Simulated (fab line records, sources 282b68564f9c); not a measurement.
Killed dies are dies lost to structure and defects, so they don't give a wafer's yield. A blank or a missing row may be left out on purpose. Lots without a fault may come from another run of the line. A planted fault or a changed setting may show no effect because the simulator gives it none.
One fault seen from 2 desks | flow rit_cmos | each desk has only its own numbers; what lay behind them comes last

THE TOOL OWNER'S DESK: rtp_anneal-01
The tool's own readings at RIT_SDANNEAL_RTA_03 (time 5 s): means of the sampled wafers that have a number, for each lot that ran on this tool. A lot is out of limits, marked OUT, if its mean lies more than 4 standard deviations from the usual mean; the brackets give that distance.
Columns: A = ramp_down_c_per_s at RIT_SDANNEAL_RTA_03, usual 171.00; B = wafer_temp_C_max at RIT_SDANNEAL_RTA_03, usual 1053.4
lot  | first seen here | A      | B
L855 | day 3 08:39     | 170.98 | 1053.6
L857 | day 3 20:49     | 171.02 | 1052.8
L859 | day 4 02:00     | 171.00 | 1053.5
L861 | day 4 17:41     | 170.99 | 1053.0
L863 | day 5 01:19     | 171.04 | 1053.5
L869 | day 6 06:44     | 171.00 | 987.7 (-66) OUT
L871 | day 6 19:35     | 170.97 | 988.3 (-66) OUT
This desk's finding: out of limits on L869, L871; first on L869, day 6 06:44 (wafer_temp_C_max at RIT_SDANNEAL_RTA_03). In limits: L855, L857, L859, L861, L863.

THE METROLOGY DESK
What the gauges read, lot by lot, whatever tool the lot ran on: means of the sampled wafers that have a number. A lot is out of limits, marked OUT, if its mean lies more than 4 standard deviations from the usual mean; the brackets give that distance.
Columns: A = PSD_RS at RIT_SDANNEAL_RS_MEAS_04, usual 115.9 ohm/sq; B = NSD_RS at RIT_SDANNEAL_RS_MEAS_05, usual 83.05 ohm/sq; C = PLDD_RS at RIT_SDANNEAL_RS_MEAS_06, usual 180.2 ohm/sq; D = cd_nm at RIT_M1_CD_MEAS_09, usual 2599.2 nm
lot  | first seen here | A                       | B               | C                       | D
L854 | day 3 02:12     | 116.2                   | 82.99           | 181.5                   | 2600.5
L855 | day 3 08:43     | 115.9                   | 83.33           | 180.6                   | 2597.9
L856 | day 3 13:23     | 115.9                   | 83.52           | 180.4                   | 2597.1
L857 | day 3 20:53     | 115.4                   | 83.02           | 180.0                   | 2599.7
L858 | day 3 22:52     | 115.7                   | 83.12           | 180.0                   | 2601.5
L859 | day 4 02:05     | 116.1                   | 82.93           | 180.2                   | 2597.2
L860 | day 4 11:08     | 116.0                   | 82.89           | 179.8                   | 2599.3
L861 | day 4 17:44     | 115.2                   | 82.92           | 179.7                   | 2597.3
L862 | day 4 22:52     | 115.3                   | 82.35           | 179.5                   | 2600.6
L863 | day 5 01:22     | 115.9                   | 83.43           | 180.2                   | 2600.8
L864 | day 5 06:02     | 115.9                   | 83.18           | 180.8                   | 2599.9
L869 | day 6 06:47     | 165.9 (+99 or more) OUT | 85.93 (+10) OUT | 247.3 (+99 or more) OUT | 2596.7
L871 | day 6 19:38     | 165.6 (+99 or more) OUT | 85.88 (+10) OUT | 246.2 (+99 or more) OUT | 2597.1
This desk's finding: out of limits on L869, L871; first on L869, day 6 06:47 (PSD_RS at RIT_SDANNEAL_RS_MEAS_04). In limits: L854, L855, L856, L857, L858, L859, L860, L861, L862, L863, L864.

PUT TOGETHER
The tool owner's desk could have raised an alarm at day 6 06:44, on L869, L871.
The metrology desk could have raised an alarm at day 6 06:47, on L869, L871.
Of the lots named, all ran RIT_SDANNEAL_RTA_03 on rtp_anneal-01.

WHAT THE SIMULATOR HAD PUT IN
Process parameter drift: rtp_anneal-01, from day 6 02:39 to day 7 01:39, at RIT_SDANNEAL_RTA_03. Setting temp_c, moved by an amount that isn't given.
Lots struck among those shown: L869, L871.
Hours from the fault's start to each desk's first reading out of limits: the tool owner's desk, 4; the metrology desk, 4.
